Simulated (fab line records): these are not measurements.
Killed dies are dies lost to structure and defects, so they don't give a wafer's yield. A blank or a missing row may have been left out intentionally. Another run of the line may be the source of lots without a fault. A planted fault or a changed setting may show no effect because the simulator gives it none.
Chamber matching / flow berkeley-cmos170 / UCB170_V2_CMP_02 on cmp-01: 4 sister chambers
The step polishes SiO2. 8 wafers are shown with their chamber, then 12 later ones without.

## WAFERS WITH THEIR CHAMBER
wafer=L905.2; chamber=1; motor-current-A (A)=18.6; slurry-flow-ml-min=150.1
wafer=L908.4; chamber=1; motor-current-A (A)=19.1; slurry-flow-ml-min=149.9
wafer=L908.6; chamber=2; motor-current-A (A)=16.2; slurry-flow-ml-min=149.7
wafer=L911.1; chamber=0; motor-current-A (A)=15.8; slurry-flow-ml-min=150.3
wafer=L911.6; chamber=3; motor-current-A (A)=18.4; slurry-flow-ml-min=149.8
wafer=L912.1; chamber=2; motor-current-A (A)=16.0; slurry-flow-ml-min=149.5
wafer=L912.3; chamber=0; motor-current-A (A)=16.4; slurry-flow-ml-min=150.0
wafer=L912.6; chamber=3; motor-current-A (A)=18.4; slurry-flow-ml-min=150.0

## WAFERS MISSING THEIR CHAMBER
wafer=L915.3; motor-current-A (A)=15.4; slurry-flow-ml-min=150.7
wafer=L915.5; motor-current-A (A)=15.4; slurry-flow-ml-min=149.9
wafer=L915.6; motor-current-A (A)=19.6; slurry-flow-ml-min=151.3
wafer=L917.4; motor-current-A (A)=17.5; slurry-flow-ml-min=150.0
wafer=L917.5; motor-current-A (A)=17.8; slurry-flow-ml-min=150.3
wafer=L917.6; motor-current-A (A)=15.6; slurry-flow-ml-min=149.4
wafer=L920.2; motor-current-A (A)=18.6; slurry-flow-ml-min=150.3
wafer=L920.5; motor-current-A (A)=17.8; slurry-flow-ml-min=150.2
wafer=L920.6; motor-current-A (A)=15.7; slurry-flow-ml-min=149.5
wafer=L922.2; motor-current-A (A)=18.9; slurry-flow-ml-min=150.5
wafer=L922.4; motor-current-A (A)=18.8; slurry-flow-ml-min=149.2
wafer=L922.5; motor-current-A (A)=19.7; slurry-flow-ml-min=149.5

## WHICH CHAMBER EACH ONE RAN IN
wafer=L915.3; from the rows above=0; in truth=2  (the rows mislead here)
wafer=L915.5; from the rows above=can't be placed: 0 or 2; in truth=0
wafer=L915.6; from the rows above=can't be placed: 1 or 3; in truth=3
wafer=L917.4; from the rows above=can't be placed: 3 or 1 or 0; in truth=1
wafer=L917.5; from the rows above=can't be placed: 3 or 1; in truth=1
wafer=L917.6; from the rows above=2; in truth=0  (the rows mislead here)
wafer=L920.2; from the rows above=can't be placed: 1 or 3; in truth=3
wafer=L920.5; from the rows above=can't be placed: 3 or 1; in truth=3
wafer=L920.6; from the rows above=2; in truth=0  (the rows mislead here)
wafer=L922.2; from the rows above=can't be placed: 1 or 3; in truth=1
wafer=L922.4; from the rows above=can't be placed: 3 or 1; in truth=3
wafer=L922.5; from the rows above=can't be placed: 1 or 3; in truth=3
Correct placement for 0 of the 12. Can't be placed from these rows: 9 (the true chamber is among the candidates in 9). 3 placed wrongly.
How it was worked out, from the rows above alone: a wafer's distance from a chamber is the root of the sum, over the readings, of the square of ((its reading less the chamber's mean) divided by the reading's scatter). If the next closest chamber is less than 2 further off than the closest, the wafer can't be placed; otherwise it belongs to the closest. A chamber's mean is the mean of its shown wafers. How the scatter is found: for the shown wafers, subtract from each reading the mean of its chamber, square and add these, divide the total by (wafers less chambers), then take the root.
